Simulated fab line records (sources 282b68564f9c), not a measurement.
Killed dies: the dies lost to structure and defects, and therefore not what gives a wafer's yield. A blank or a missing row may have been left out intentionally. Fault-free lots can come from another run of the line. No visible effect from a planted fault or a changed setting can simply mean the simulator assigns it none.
What tool caused it? :: flow rit cmos :: 14 lots with 42 wafers sampled at 3 steps, on a route of 202 steps

## WHAT THE GAUGES SHOWED, per wafer
RIT_NWELL_TW_MEAS_10.
lot: L272
measured: day 1 21:03
on: film metro-01
NWELL_TW: 2116 2108 2128

lot: L273
measured: day 2 02:58
on: film metro-02
NWELL_TW: 2157 2150 2146

lot: L274
measured: day 2 09:14
on: film metro-03
NWELL_TW: 2142 2142 2147

lot: L276
measured: day 2 17:14
on: film metro-03
NWELL_TW: 2159 2149 2146

lot: L277
measured: day 2 21:56
on: film metro-01
NWELL_TW: 2124 2121 2120

lot: L278
measured: day 3 03:15
on: film metro-02
NWELL_TW: 2153 2157 2160

lot: L279
measured: day 3 10:11
on: film metro-01
NWELL_TW: 2155 2151 2154

lot: L280
measured: day 3 13:27
on: film metro-02
NWELL_TW: 2158 2151 2157

lot: L282
measured: day 4 00:38
on: film metro-01
NWELL_TW: 2109 2123 2114

lot: L283
measured: day 4 05:59
on: film metro-01
NWELL_TW: 2135 2145 2120

lot: L284
measured: day 4 10:55
on: film metro-03
NWELL_TW: 2146 2148 2137

lot: L287
measured: day 5 00:24
on: film metro-03
NWELL_TW: 2270 2267 2267

lot: L289
measured: day 5 13:53
on: film metro-01
NWELL_TW: 2143 2147 2149

lot: L290
measured: day 5 20:47
on: film metro-02
NWELL_TW: 2259 2264 2264

RIT_WELLDRIVE_RS_MEAS_01: a four-point-probe measurement.
lot: L272
measured: day 2 04:15
on: film metro-03
NWELL_RS (ohm/sq): 278.0 278.8 278.8

lot: L273
measured: day 2 09:47
on: film metro-03
NWELL_RS (ohm/sq): 278.7 279.1 279.9

lot: L274
measured: day 2 15:56
on: film metro-02
NWELL_RS (ohm/sq): 278.8 279.8 279.7

lot: L276
measured: day 3 00:14
on: film metro-03
NWELL_RS (ohm/sq): 277.8 278.0 278.9

lot: L277
measured: day 3 05:26
on: film metro-01
NWELL_RS (ohm/sq): 277.9 278.0 278.0

lot: L278
measured: day 3 10:28
on: film metro-01
NWELL_RS (ohm/sq): 279.2 279.3 278.8

lot: L279
measured: day 3 17:00
on: film metro-01
NWELL_RS (ohm/sq): 277.6 277.7 277.7

lot: L280
measured: day 3 22:07
on: film metro-01
NWELL_RS (ohm/sq): 279.4 279.0 278.4

lot: L282
measured: day 4 07:20
on: film metro-01
NWELL_RS (ohm/sq): 278.4 277.9 279.4

lot: L283
measured: day 4 12:41
on: film metro-01
NWELL_RS (ohm/sq): 277.3 276.5 276.6

lot: L284
measured: day 4 17:37
on: film metro-01
NWELL_RS (ohm/sq): 277.2 278.2 278.5

lot: L287
measured: day 5 07:38
on: film metro-02
NWELL_RS (ohm/sq): 275.1 274.7 274.8

lot: L289
measured: day 5 21:31
on: film metro-03
NWELL_RS (ohm/sq): 279.0 278.7 279.2

lot: L290
measured: day 6 03:29
on: film metro-01
NWELL_RS (ohm/sq): 275.1 275.3 275.2

## WHAT TOOL EACH LOT RAN ON (gives the tool, then ch and the chambers of the sampled wafers, and finally the start)
lot: L272
RIT_NWELL_IMPLANT_08: implanter-03 ch 0, day 1 20:44

lot: L273
RIT_NWELL_IMPLANT_08: implanter-03 ch 0, day 2 02:39

lot: L274
RIT_NWELL_IMPLANT_08: implanter-01 ch 0, day 2 08:55

lot: L276
RIT_NWELL_IMPLANT_08: implanter-01 ch 0, day 2 16:55

lot: L277
RIT_NWELL_IMPLANT_08: implanter-03 ch 0, day 2 21:36

lot: L278
RIT_NWELL_IMPLANT_08: implanter-03 ch 0, day 3 02:57

lot: L279
RIT_NWELL_IMPLANT_08: implanter-01 ch 0, day 3 09:52

lot: L280
RIT_NWELL_IMPLANT_08: implanter-04 ch 0, day 3 13:08

lot: L282
RIT_NWELL_IMPLANT_08: implanter-04 ch 0, day 4 00:19

lot: L283
RIT_NWELL_IMPLANT_08: implanter-01 ch 0, day 4 05:40

lot: L284
RIT_NWELL_IMPLANT_08: implanter-01 ch 0, day 4 10:35

lot: L287
RIT_NWELL_IMPLANT_08: implanter-01 ch 0, day 5 00:04

lot: L289
RIT_NWELL_IMPLANT_08: implanter-03 ch 0, day 5 13:34

lot: L290
RIT_NWELL_IMPLANT_08: implanter-01 ch 0, day 5 20:28
- RIT_NWELL_IMPLANT_08

## WHAT THE TOOLS THEMSELVES READ (means of the sampled wafers that have a number; where no wafer has one, the mark that the record gives instead)
RIT_NWELL_IMPLANT_08.
lot: L272
tool: implanter-03
beam energy keV: 169.97

lot: L273
tool: implanter-03
beam energy keV: 169.92

lot: L274
tool: implanter-01
beam energy keV: 170.05

lot: L276
tool: implanter-01
beam energy keV: 170.03

lot: L277
tool: implanter-03
beam energy keV: 170.01

lot: L278
tool: implanter-03
beam energy keV: 170.04

lot: L279
tool: implanter-01
beam energy keV: 169.99

lot: L280
tool: implanter-04
beam energy keV: 170.03

lot: L282
tool: implanter-04
beam energy keV: 169.95

lot: L283
tool: implanter-01
beam energy keV: 169.97

lot: L284
tool: implanter-01
beam energy keV: 170.04

lot: L287
tool: implanter-01
beam energy keV: 214.24

lot: L289
tool: implanter-03
beam energy keV: 170.02

lot: L290
tool: implanter-01
beam energy keV: 214.17

## THE ANSWER, worked out from the rows above alone
Rule: the usual values come from the lots themselves. Put in order of their means at a reading, lots are off if they are a third of the lots or fewer, leave a main group of 4 or more, and stand apart from it by a gap of 3 or more times the standard deviation of the main group's means; of several such gaps the widest counts. Not used: any main group whose means are identical at the precision the tables above print for the reading. A lot without any number at a reading at which 4 lots or more have one is off too. The other lots that the step has rows for count as sound. First the gauges in route order, then the tools' own readings, where a lot's mean is used as printed above. At the first step where some lot is off, the reading lying furthest off is the one used; lots without a number count as furthest.
Off: L287, L290, seen at RIT_NWELL_TW_MEAS_10 (NWELL_TW). Mean 2141 and standard deviation 14 in the main group.
A tool fits if, at a process step before that reading, it ran every lot that is off, and no sound lot after the first of them. Not tried: the gauges at RIT_NWELL_TW_MEAS_10; whatever is off there is also off at RIT_NWELL_IMPLANT_08, on other tools, and gauge error can't account for it. One candidate fits, namely implanter-01 at RIT_NWELL_IMPLANT_08. Its last sound lot is L284 (day 4 10:35), its first lot that is off L287 (day 5 00:04): a fault that began between those two fits.
The tool's own readings at RIT_NWELL_IMPLANT_08 bear it out: on the lots that are off they differ by more than 5 times the standard deviation of the sound lots' means. beam energy keV reads 214.20 there against 170.00 on the sound lots.

## WHAT THE SIMULATOR PUT IN
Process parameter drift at RIT_NWELL_IMPLANT_08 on implanter-01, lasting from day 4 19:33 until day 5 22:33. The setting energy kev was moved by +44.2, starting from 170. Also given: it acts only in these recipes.
Lots struck among those shown: L287, L290. The rule above found the same.
